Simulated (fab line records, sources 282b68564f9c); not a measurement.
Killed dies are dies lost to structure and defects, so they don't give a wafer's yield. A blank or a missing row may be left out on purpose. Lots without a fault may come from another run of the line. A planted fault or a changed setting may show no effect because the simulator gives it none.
Which tool did it? | flow rit_cmos | 15 lots, 45 wafers sampled, at 3 steps of a route of 202

WHAT THE GAUGES READ, wafer by wafer
RIT_ACTIVE_BOW_MEAS_00.
lot  | measured    | on            | INCOMING_BOW (um)
L156 | day 2 06:00 | film_metro-02 | 3 3 -4
L157 | day 2 11:00 | film_metro-02 | 1 -5 1
L158 | day 2 16:00 | film_metro-03 | 4 6 4
L161 | day 3 07:02 | film_metro-02 | 0 8 1
L163 | day 3 17:02 | film_metro-04 | -15 16 3
L165 | day 4 03:04 | film_metro-04 | -1 -1 -3
L167 | day 4 13:01 | film_metro-04 | -2 -6 0
L168 | day 4 18:01 | film_metro-02 | -10 0 -11
L169 | day 4 23:00 | film_metro-04 | -5 3 -3
L170 | day 5 04:01 | film_metro-03 | 8 -2 -8
L171 | day 5 09:01 | film_metro-04 | -3 8 3
L172 | day 5 14:01 | film_metro-03 | -2 7 -3
L173 | day 5 19:00 | film_metro-03 | -6 -3 8
L174 | day 6 00:00 | film_metro-03 | 15 -4 6
L175 | day 6 05:01 | film_metro-02 | -1 0 -9

RIT_GATE_OVL_MEAS_17.
lot  | measured    | on         | GATE_OVL (nm)
L156 | day 3 18:07 | overlay-02 | 1.5 0.4 1.2
L157 | day 3 22:26 | overlay-01 | 2.1 2.0 1.3
L158 | day 4 06:16 | overlay-02 | 0.5 -1.3 0.1
L161 | day 4 16:59 | overlay-02 | 1.2 -1.1 0.6
L163 | day 5 01:37 | overlay-01 | -0.8 -0.2 -0.3
L165 | day 5 09:35 | overlay-02 | 1.1 1.5 -1.5
L167 | day 5 20:16 | overlay-01 | 2.5 2.4 0.4
L168 | day 5 22:01 | overlay-02 | -0.5 0.3 -1.6
L169 | day 6 06:20 | overlay-01 | 3.7 2.0 0.7
L170 | day 6 11:46 | overlay-01 | -0.4 -1.8 0.3
L171 | day 6 14:07 | overlay-02 | 1.7 2.4 1.2
L172 | day 6 20:26 | overlay-02 | 0.0 1.3 0.3
L173 | day 7 01:49 | overlay-01 | 1.2 1.0 0.5
L174 | day 7 04:20 | overlay-02 | 1.3 0.7 3.1
L175 | day 7 08:52 | overlay-01 | 1.9 1.1 1.7

WHICH TOOL RAN EACH LOT (tool, then ch and the chambers of the sampled wafers, then the start)
lot  | RIT_NWELL_EXPOSE_03
L156 | iline_stepper-02 ch 0, day 2 19:25
L157 | iline_stepper-02 ch 0, day 3 00:09
L158 | iline_stepper-01 ch 0, day 3 10:38
L161 | iline_stepper-01 ch 0, day 3 20:47
L163 | iline_stepper-02 ch 0, day 4 06:19
L165 | iline_stepper-01 ch 0, day 4 14:46
L167 | iline_stepper-01, day 5 02:54
L168 | iline_stepper-01, day 5 05:30
L169 | iline_stepper-01, day 5 09:44
L170 | iline_stepper-01 ch 0, day 5 17:09
L171 | iline_stepper-01 ch 0, day 5 20:41
L172 | iline_stepper-02 ch 0, day 6 01:24
L173 | iline_stepper-02 ch 0, day 6 07:19
L174 | iline_stepper-02 ch 0, day 6 11:12
L175 | iline_stepper-02 ch 0, day 6 15:45
- RIT_NWELL_EXPOSE_03: exposes mask M2, target cd 43900 nm.

WHAT THE TOOLS THEMSELVES READ (means of the sampled wafers that have a number; where no wafer has one, the mark that the record gives instead)
RIT_NWELL_EXPOSE_03.
lot  | tool             | exposure_dose_mJ_cm2 | focus_offset_nm (nm) | reticle_temp_C (C)
L156 | iline_stepper-02 | 250.02               | -0.1                 | 22.94
L157 | iline_stepper-02 | 249.94               | -0.6                 | 22.94
L158 | iline_stepper-01 | 249.79               | 0.6                  | 23.00
L161 | iline_stepper-01 | 250.26               | -0.2                 | 22.94
L163 | iline_stepper-02 | 250.01               | -0.2                 | 23.05
L165 | iline_stepper-01 | 250.08               | 0.4                  | 23.07
L167 | iline_stepper-01 | -                    | -                    | -
L168 | iline_stepper-01 | -                    | -                    | -
L169 | iline_stepper-01 | -                    | -                    | -
L170 | iline_stepper-01 | 250.19               | 0.9                  | 22.91
L171 | iline_stepper-01 | 249.77               | -0.2                 | 23.04
L172 | iline_stepper-02 | 250.08               | -1.1                 | 23.05
L173 | iline_stepper-02 | 250.06               | -0.5                 | 22.91
L174 | iline_stepper-02 | 250.09               | 0.2                  | 23.16
L175 | iline_stepper-02 | 249.67               | 0.4                  | 22.97

THE ANSWER, worked out from the rows above alone
Rule: what is usual is taken from the lots themselves. Put in order of their means at a reading, lots are off if they are a third of the lots or fewer, leave a main group of 4 or more, and stand apart from it by a gap of 3 or more times the standard deviation of the main group's means; of several such gaps the widest counts. A main group whose means are all the same, to the digits that the tables above print for the reading, isn't used. A lot without any number at a reading at which 4 lots or more have one is off too. The other lots that the step has rows for count as sound. The gauges are gone through in route order, then the tools' own readings, and for those a lot's mean is taken as printed above. The first step at which some lot is off is used, and at that step the reading that is off furthest; a lot without a number counts as furthest.
Off: L167, L168, L169, at RIT_NWELL_EXPOSE_03 (exposure_dose_mJ_cm2). Without a number there: L167, L168, L169. The main group: mean 250.00, standard deviation 0.17.
A tool fits if, at that step or a process step before it, it ran every lot that is off, and no sound lot after the first of them. None of those tried fits.

WHAT THE SIMULATOR HAD PUT IN
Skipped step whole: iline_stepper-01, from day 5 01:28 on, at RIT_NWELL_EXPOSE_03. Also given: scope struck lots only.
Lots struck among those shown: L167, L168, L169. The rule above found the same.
